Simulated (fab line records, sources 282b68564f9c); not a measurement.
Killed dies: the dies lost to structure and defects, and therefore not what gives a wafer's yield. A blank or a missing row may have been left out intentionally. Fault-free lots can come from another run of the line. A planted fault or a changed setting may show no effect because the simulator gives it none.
What tool caused it? | flow rit cmos | 7 lots, 21 wafers sampled, at 1 step of a route of 202

WHAT EACH GAUGE READ, for each wafer
RIT_NWELL_OVL_MEAS_06.
lot  | measured    | on         | NWELL_OVL (nm)
L498 | day 2 02:02 | overlay-01 | 1.7 1.5 0.2
L500 | day 2 13:19 | overlay-01 | 2.4 5.8 1.7
L502 | day 3 00:54 | overlay-01 | 1.4 -0.1 0.6
L504 | day 3 09:10 | overlay-02 | 1.5 1.6 0.7
L507 | day 4 01:59 | overlay-01 | -0.7 -1.7 -1.0
L514 | day 5 14:22 | overlay-01 | -0.6 -0.6 -1.3
L520 | day 7 04:19 | overlay-01 | 1.8 -0.5 1.1

WHAT TOOL EACH LOT RAN ON (gives the tool, then ch and the chambers of the sampled wafers, and finally the start)
Before these readings, the record contains no process step.

THE ANSWER, worked out from the rows above alone
Rule: usual is defined by the lots themselves. The widest of any qualifying gaps counts: lots, ordered by their means at a reading, are off when they make up no more than a third of the lots, leave a main group of 4 or more, and stand apart from it by 3 or more times the standard deviation of that group's means. Not used: any main group whose means are identical at the precision the tables above print for the reading. A lot without any number at a reading at which 4 lots or more have one is off too. Any other lot the step has rows for is counted as sound.
No lot is off on any of the readings shown, so nothing can be concluded from this.

WHAT THE SIMULATOR HAD PUT IN
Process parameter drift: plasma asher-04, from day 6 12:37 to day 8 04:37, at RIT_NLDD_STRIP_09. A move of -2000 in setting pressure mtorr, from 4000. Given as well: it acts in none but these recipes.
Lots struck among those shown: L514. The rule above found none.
